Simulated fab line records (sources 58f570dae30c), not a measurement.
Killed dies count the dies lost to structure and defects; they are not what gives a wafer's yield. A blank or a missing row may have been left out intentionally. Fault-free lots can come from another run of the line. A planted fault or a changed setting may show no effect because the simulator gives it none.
Which tool did it? / flow berkeley-cmos170 / 14 lots, 42 wafers sampled, at 5 steps of a route of 331

## WHAT THE GAUGES READ, wafer by wafer
UCB170_M3_THK_MEAS_03: measures by xrf.
lot=L892; measured=day 8 03:52; on=film-metro-03; M3_AL_THK (nm)=904 899 906
lot=L893; measured=day 8 13:02; on=film-metro-01; M3_AL_THK (nm)=902 903 892
lot=L894; measured=day 8 13:58; on=film-metro-01; M3_AL_THK (nm)=891 899 893
lot=L896; measured=day 8 14:50; on=film-metro-01; M3_AL_THK (nm)=912 906 905
lot=L897; measured=day 9 10:49; on=film-metro-03; M3_AL_THK (nm)=895 891 893
lot=L898; measured=day 9 21:03; on=film-metro-02; M3_AL_THK (nm)=898 902 892
lot=L900; measured=day 9 21:11; on=film-metro-01; M3_AL_THK (nm)=905 898 906
lot=L901; measured=day 9 21:26; on=film-metro-03; M3_AL_THK (nm)=899 904 898
lot=L904; measured=day 10 15:34; on=film-metro-02; M3_AL_THK (nm)=902 912 907
lot=L902; measured=day 10 19:30; on=film-metro-01; M3_AL_THK (nm)=883 883 886
lot=L903; measured=day 10 22:57; on=film-metro-02; M3_AL_THK (nm)=904 911 906
lot=L913; measured=day 12 10:55; on=film-metro-02; M3_AL_THK (nm)=902 900 907
lot=L914; measured=day 12 10:48; on=film-metro-01; M3_AL_THK (nm)=903 901 894
lot=L915; measured=day 13 02:50; on=film-metro-01; M3_AL_THK (nm)=895 889 898

UCB170_M3_CD_MEAS_15: target cd 700 nm.
lot=L892; measured=day 8 06:32; on=cd-sem-02; cd-nm (nm)=702.4 700.3 702.1
lot=L893; measured=day 8 14:58; on=cd-sem-02; cd-nm (nm)=700.4 698.8 699.5
lot=L894; measured=day 8 15:45; on=cd-sem-02; cd-nm (nm)=698.1 697.6 697.7
lot=L896; measured=day 8 17:02; on=cd-sem-02; cd-nm (nm)=700.0 698.6 699.1
lot=L897; measured=day 9 14:04; on=cd-sem-01; cd-nm (nm)=701.0 699.7 700.3
lot=L898; measured=day 10 01:28; on=cd-sem-02; cd-nm (nm)=700.1 700.3 701.0
lot=L900; measured=day 10 01:30; on=cd-sem-01; cd-nm (nm)=701.5 701.6 701.2
lot=L901; measured=day 10 01:37; on=cd-sem-01; cd-nm (nm)=700.2 700.0 701.0
lot=L904; measured=day 10 21:14; on=cd-sem-01; cd-nm (nm)=703.5 702.4 702.8
lot=L902; measured=day 10 22:59; on=cd-sem-01; cd-nm (nm)=721.5 722.3 723.6
lot=L903; measured=day 11 01:47; on=cd-sem-02; cd-nm (nm)=717.1 717.3 716.2
lot=L913; measured=day 12 13:53; on=cd-sem-01; cd-nm (nm)=702.6 699.9 700.3
lot=L914; measured=day 12 13:41; on=cd-sem-02; cd-nm (nm)=699.0 700.9 699.7
lot=L915; measured=day 13 06:28; on=cd-sem-01; cd-nm (nm)=702.7 703.4 703.0

## WHICH TOOL RAN EACH LOT (tool, then ch and the chambers of the sampled wafers, then the start)
lot=L892; UCB170_M2_STRIP_07=plasma-asher-04 ch 0,1, day 7 23:09; UCB170_V2_CMP_02=cmp-01 ch 1,2, day 8 01:11; UCB170_M3_SOFTBAKE_11=litho-track-01 ch 0, day 8 05:00
lot=L893; UCB170_M2_STRIP_07=plasma-asher-04 ch 0,1, day 8 07:04; UCB170_V2_CMP_02=cmp-02 ch 0,1,3, day 8 09:20; UCB170_M3_SOFTBAKE_11=litho-track-04 ch 0, day 8 14:00
lot=L894; UCB170_M2_STRIP_07=plasma-asher-03 ch 0, day 8 07:33; UCB170_V2_CMP_02=cmp-01 ch 0,2,3, day 8 10:50; UCB170_M3_SOFTBAKE_11=litho-track-01 ch 0, day 8 15:00
lot=L896; UCB170_M2_STRIP_07=plasma-asher-04 ch 0,1, day 8 09:08; UCB170_V2_CMP_02=cmp-01 ch 0,2, day 8 12:14; UCB170_M3_SOFTBAKE_11=litho-track-04 ch 0, day 8 15:00
lot=L897; UCB170_M2_STRIP_07=plasma-asher-02 ch 0,1, day 9 06:26; UCB170_V2_CMP_02=cmp-01 ch 0,3, day 9 08:32; UCB170_M3_SOFTBAKE_11=litho-track-01 ch 0, day 9 12:00
lot=L898; UCB170_M2_STRIP_07=plasma-asher-03 ch 0,1, day 9 15:17; UCB170_V2_CMP_02=cmp-02 ch 0,2,3, day 9 18:14; UCB170_M3_SOFTBAKE_11=litho-track-04 ch 0, day 9 23:00
lot=L900; UCB170_M2_STRIP_07=plasma-asher-03 ch 0,1, day 9 15:46; UCB170_V2_CMP_02=cmp-01 ch 1,2,3, day 9 18:23; UCB170_M3_SOFTBAKE_11=litho-track-01 ch 0, day 9 23:00
lot=L901; UCB170_M2_STRIP_07=plasma-asher-04 ch 0,1, day 9 16:08; UCB170_V2_CMP_02=cmp-02 ch 1,2,3, day 9 18:35; UCB170_M3_SOFTBAKE_11=litho-track-04 ch 0, day 10 00:00
lot=L904; UCB170_M2_STRIP_07=plasma-asher-03 ch 0,1, day 10 10:07; UCB170_V2_CMP_02=cmp-01 ch 0,1,2, day 10 12:26; UCB170_M3_SOFTBAKE_11=litho-track-01 ch 0, day 10 18:00
lot=L902; UCB170_M2_STRIP_07=plasma-asher-04 ch 0,1, day 10 11:29; UCB170_V2_CMP_02=cmp-01 ch 2,3, day 10 15:15; UCB170_M3_SOFTBAKE_11=litho-track-01 ch 0, day 10 21:00
lot=L903; UCB170_M2_STRIP_07=plasma-asher-04 ch 1, day 10 12:04; UCB170_V2_CMP_02=cmp-02 ch 0,3, day 10 15:23; UCB170_M3_SOFTBAKE_11=litho-track-01 ch 0, day 11 00:00
lot=L913; UCB170_M2_STRIP_07=plasma-asher-03 ch 0,1, day 12 01:38; UCB170_V2_CMP_02=cmp-02 ch 0,1,2, day 12 05:31; UCB170_M3_SOFTBAKE_11=litho-track-04 ch 0, day 12 12:00
lot=L914; UCB170_M2_STRIP_07=plasma-asher-04 ch 0,1, day 12 02:02; UCB170_V2_CMP_02=cmp-01 ch 0,1,3, day 12 05:47; UCB170_M3_SOFTBAKE_11=litho-track-03 ch 0, day 12 12:00
lot=L915; UCB170_M2_STRIP_07=plasma-asher-03 ch 0,1, day 12 20:34; UCB170_V2_CMP_02=cmp-02 ch 0,2, day 12 22:45; UCB170_M3_SOFTBAKE_11=litho-track-03 ch 0, day 13 05:00
- UCB170_M2_STRIP_07: strips in O2.
- UCB170_V2_CMP_02: polishes SiO2.
- UCB170_M3_SOFTBAKE_11: time 60 s.

## AS READ BY THE TOOLS THEMSELVES (means over the sampled wafers that have a number; for cases with no such wafer, the mark the record gives instead)
UCB170_M2_STRIP_07.
lot=L892; tool=plasma-asher-04; chamber-pressure-mTorr (mTorr)=3501; drypump-motor-current-A (A)=6.2; oes-product-au (a.u.)=0.737; strip-time-to-endpoint-s (s)=21.94
lot=L893; tool=plasma-asher-04; chamber-pressure-mTorr (mTorr)=3501; drypump-motor-current-A (A)=6.3; oes-product-au (a.u.)=0.738; strip-time-to-endpoint-s (s)=21.95
lot=L894; tool=plasma-asher-03; chamber-pressure-mTorr (mTorr)=3502; drypump-motor-current-A (A)=5.2; oes-product-au (a.u.)=0.735; strip-time-to-endpoint-s (s)=21.99
lot=L896; tool=plasma-asher-04; chamber-pressure-mTorr (mTorr)=3499; drypump-motor-current-A (A)=6.3; oes-product-au (a.u.)=0.736; strip-time-to-endpoint-s (s)=21.84
lot=L897; tool=plasma-asher-02; chamber-pressure-mTorr (mTorr)=3498; drypump-motor-current-A (A)=5.0; oes-product-au (a.u.)=0.735; strip-time-to-endpoint-s (s)=21.98
lot=L898; tool=plasma-asher-03; chamber-pressure-mTorr (mTorr)=3500; drypump-motor-current-A (A)=5.2; oes-product-au (a.u.)=0.738; strip-time-to-endpoint-s (s)=21.94
lot=L900; tool=plasma-asher-03; chamber-pressure-mTorr (mTorr)=3498; drypump-motor-current-A (A)=5.2; oes-product-au (a.u.)=0.733; strip-time-to-endpoint-s (s)=21.97
lot=L901; tool=plasma-asher-04; chamber-pressure-mTorr (mTorr)=3499; drypump-motor-current-A (A)=6.3; oes-product-au (a.u.)=0.731; strip-time-to-endpoint-s (s)=21.90
lot=L904; tool=plasma-asher-03; chamber-pressure-mTorr (mTorr)=3501; drypump-motor-current-A (A)=5.2; oes-product-au (a.u.)=0.739; strip-time-to-endpoint-s (s)=21.96
lot=L902; tool=plasma-asher-04; chamber-pressure-mTorr (mTorr)=3499; drypump-motor-current-A (A)=6.3; oes-product-au (a.u.)=0.740; strip-time-to-endpoint-s (s)=21.95
lot=L903; tool=plasma-asher-04; chamber-pressure-mTorr (mTorr)=3500; drypump-motor-current-A (A)=6.3; oes-product-au (a.u.)=0.735; strip-time-to-endpoint-s (s)=21.97
lot=L913; tool=plasma-asher-03; chamber-pressure-mTorr (mTorr)=3500; drypump-motor-current-A (A)=5.2; oes-product-au (a.u.)=0.732; strip-time-to-endpoint-s (s)=21.84
lot=L914; tool=plasma-asher-04; chamber-pressure-mTorr (mTorr)=3501; drypump-motor-current-A (A)=6.3; oes-product-au (a.u.)=0.734; strip-time-to-endpoint-s (s)=21.95
lot=L915; tool=plasma-asher-03; chamber-pressure-mTorr (mTorr)=3500; drypump-motor-current-A (A)=5.2; oes-product-au (a.u.)=0.734; strip-time-to-endpoint-s (s)=21.99

UCB170_V2_CMP_02.
lot=L892; tool=cmp-01; motor-current-A (A)=18.1; retaining-ring-pressure-frac=0.999
lot=L893; tool=cmp-02; motor-current-A (A)=15.3; retaining-ring-pressure-frac=1.003
lot=L894; tool=cmp-01; motor-current-A (A)=17.1; retaining-ring-pressure-frac=1.003
lot=L896; tool=cmp-01; motor-current-A (A)=17.9; retaining-ring-pressure-frac=0.996
lot=L897; tool=cmp-01; motor-current-A (A)=16.6; retaining-ring-pressure-frac=1.000
lot=L898; tool=cmp-02; motor-current-A (A)=15.5; retaining-ring-pressure-frac=1.003
lot=L900; tool=cmp-01; motor-current-A (A)=17.0; retaining-ring-pressure-frac=1.000
lot=L901; tool=cmp-02; motor-current-A (A)=14.5; retaining-ring-pressure-frac=1.002
lot=L904; tool=cmp-01; motor-current-A (A)=17.1; retaining-ring-pressure-frac=1.000
lot=L902; tool=cmp-01; motor-current-A (A)=16.9; retaining-ring-pressure-frac=1.001
lot=L903; tool=cmp-02; motor-current-A (A)=15.4; retaining-ring-pressure-frac=1.006
lot=L913; tool=cmp-02; motor-current-A (A)=15.8; retaining-ring-pressure-frac=1.003
lot=L914; tool=cmp-01; motor-current-A (A)=16.5; retaining-ring-pressure-frac=1.002
lot=L915; tool=cmp-02; motor-current-A (A)=15.5; retaining-ring-pressure-frac=1.005

UCB170_M3_SOFTBAKE_11.
lot=L892; tool=litho-track-01; chill-plate-temp-C (C)=23.02; heater-power-total-W (W)=56.79; run-length-s (s)=88.91
lot=L893; tool=litho-track-04; chill-plate-temp-C (C)=23.05; heater-power-total-W (W)=56.82; run-length-s (s)=89.50
lot=L894; tool=litho-track-01; chill-plate-temp-C (C)=23.01; heater-power-total-W (W)=56.82; run-length-s (s)=88.79
lot=L896; tool=litho-track-04; chill-plate-temp-C (C)=23.11; heater-power-total-W (W)=56.83; run-length-s (s)=89.41
lot=L897; tool=litho-track-01; chill-plate-temp-C (C)=23.02; heater-power-total-W (W)=56.78; run-length-s (s)=88.90
lot=L898; tool=litho-track-04; chill-plate-temp-C (C)=22.98; heater-power-total-W (W)=56.81; run-length-s (s)=89.58
lot=L900; tool=litho-track-01; chill-plate-temp-C (C)=23.12; heater-power-total-W (W)=56.77; run-length-s (s)=88.84
lot=L901; tool=litho-track-04; chill-plate-temp-C (C)=22.95; heater-power-total-W (W)=56.80; run-length-s (s)=89.42
lot=L904; tool=litho-track-01; chill-plate-temp-C (C)=22.92; heater-power-total-W (W)=56.83; run-length-s (s)=88.79
lot=L902; tool=litho-track-01; chill-plate-temp-C (C)=23.10; heater-power-total-W (W)=79.59; run-length-s (s)=44.94
lot=L903; tool=litho-track-01; chill-plate-temp-C (C)=23.04; heater-power-total-W (W)=79.57; run-length-s (s)=45.06
lot=L913; tool=litho-track-04; chill-plate-temp-C (C)=23.00; heater-power-total-W (W)=56.79; run-length-s (s)=89.55
lot=L914; tool=litho-track-03; chill-plate-temp-C (C)=22.97; heater-power-total-W (W)=56.76; run-length-s (s)=89.15
lot=L915; tool=litho-track-03; chill-plate-temp-C (C)=22.92; heater-power-total-W (W)=56.82; run-length-s (s)=89.12

## THE ANSWER, worked out from the rows above alone
Rule: usual is defined by the lots themselves. The widest of any qualifying gaps counts: lots, ordered by their means at a reading, are off when they make up no more than a third of the lots, leave a main group of 4 or more, and stand apart from it by 3 or more times the standard deviation of that group's means. The tables above print the reading to a certain number of digits; a main group whose means all agree to those digits is not used. A lot without any number at a reading at which 4 lots or more have one is off too. The other lots that the step has rows for count as sound. First the gauges in route order, then the tools' own readings, where a lot's mean is used as printed above. At the first step where some lot is off, the reading lying furthest off is the one used; lots without a number count as furthest.
Off: L902, L903, at UCB170_M3_CD_MEAS_15 (cd-nm). The main group has a mean of 700.6 nm with a standard deviation of 1.4.
A tool fits if, at a process step before that reading, it ran every lot that is off, and no sound lot after the first of them. Not tried: the gauges at UCB170_M3_CD_MEAS_15; whatever is off there is also off at UCB170_M3_SOFTBAKE_11, on other tools, and gauge error can't account for it. One fits: litho-track-01 at UCB170_M3_SOFTBAKE_11. Its last sound lot is L904 (day 10 18:00), its first lot that is off L902 (day 10 21:00): a fault that began between those two fits.
The tool's own readings at UCB170_M3_SOFTBAKE_11 bear it out: on the lots that are off they differ by more than 5 times the standard deviation of the sound lots' means. heater-power-total-W reads 79.58 W there against 56.80 W on the sound lots; run-length-s reads 45.00 s there against 89.16 s on the sound lots.

## WHAT THE SIMULATOR HAD PUT IN
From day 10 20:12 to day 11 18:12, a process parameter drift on litho-track-01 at UCB170_M3_SOFTBAKE_11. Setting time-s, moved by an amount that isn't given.
Lots struck among those shown: L902, L903. This agrees with what the rule above found.
